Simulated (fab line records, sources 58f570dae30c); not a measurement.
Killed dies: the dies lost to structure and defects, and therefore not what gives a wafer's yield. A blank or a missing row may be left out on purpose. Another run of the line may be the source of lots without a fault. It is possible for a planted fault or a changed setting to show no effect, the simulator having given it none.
Code-filled problem report in 8D (eight disciplines) form || flow berkeley cmos170 || the parts of the form that need people (team, actions taken, sign-off) are left out

1. WHAT IS WRONG
Wafers without a fault read 1500.0 rpm, standard deviation 0.88; spin speed rpm at UCB170_M3_COAT_10 reads a mean of 1802.8 rpm on 6 wafers belonging to 2 lots. That is +99 or more standard deviations from the usual mean.
The step: resist thk 900 nm.
The first sign was on wafer L424.1 at day 10 21:00, on litho track-03. The record has a number at this step for 42 wafers belonging to 14 lots. Rule for "out" (also "out of limits"): further than 4 standard deviations from the usual mean. The rest of the wafers with a number are treated as sound.

2. WHAT IT IS AND WHAT IT IS NOT
{"question": "which readings at this step", "is": "spin speed rpm", "is not": "chill plate temp C, dispense pressure kPa, exhaust pa"}
{"question": "which lots", "is": "L424, L429", "is not": "L418, L421, L423, L431, L433, L434, L435, L437, L438, L439, L440, L441"}
{"question": "which wafers of those lots", "is": "all that have a number", "is not": "-"}
{"question": "read on which tools", "is": "litho track-03", "is not": "litho track-01, litho track-02"}
{"question": "when", "is": "from day 10 21:00", "is not": "up to then (9 sound wafers); but 27 sound wafers of L431, L433, L434, L435, L437, L438, L439, L440, L441 came after"}

3. THE SUSPECTS, EACH WITH WHAT RULES IT OUT
Counting: a tool at a process step up to the reading stays a suspect if it ran every lot that is out and no sound lot after the first of them.
- litho track-03 at UCB170_M3_COAT_10 (resist thk 900 nm): ruled out as a lasting fault. Sound lots L434, L435, L439 ran on it after its first lot that is out, L424 (day 10 21:00).
Left after counting: nothing in the record.

4. THE CAUSE (what the simulator had put in)
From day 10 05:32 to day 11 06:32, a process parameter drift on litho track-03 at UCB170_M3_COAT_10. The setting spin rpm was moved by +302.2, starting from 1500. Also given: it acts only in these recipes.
Counting ruled it out, wrongly.

5. SEQUENCE OF EFFECTS, ordered by route
Each row: a reading where the mean over the struck wafers with a number is more than 3 standard deviations away from the usual. Only readings for which the record gives a usual standard deviation are gone through. hours: the time from each lot's start at the first step in this table that gives one to its start at this step, as a median over the lots. sigmas: the change in usual standard deviations.
{"hours": 0, "step": "UCB170_M3_COAT_10", "reading": "spin speed rpm", "usual": "1500.0 rpm", "on struck wafers": 1802.8, "change": "+302.8", "sigmas": "+99 or more"}
{"hours": 2, "step": "UCB170_M3_STRIP_19", "reading": "oes product au", "usual": "0.536 a.u.", "on struck wafers": 0.462, "change": -0.074, "sigmas": -3.4}
Here are the process steps it includes:
- UCB170_M3_COAT_10: resist thk 900 nm.
- UCB170_M3_STRIP_19: strips in O2.

6. WHAT WOULD HAVE CAUGHT IT SOONER
First out-of-limits reading in this record: day 10 21:00, which is 15 hours after fault onset at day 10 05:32.
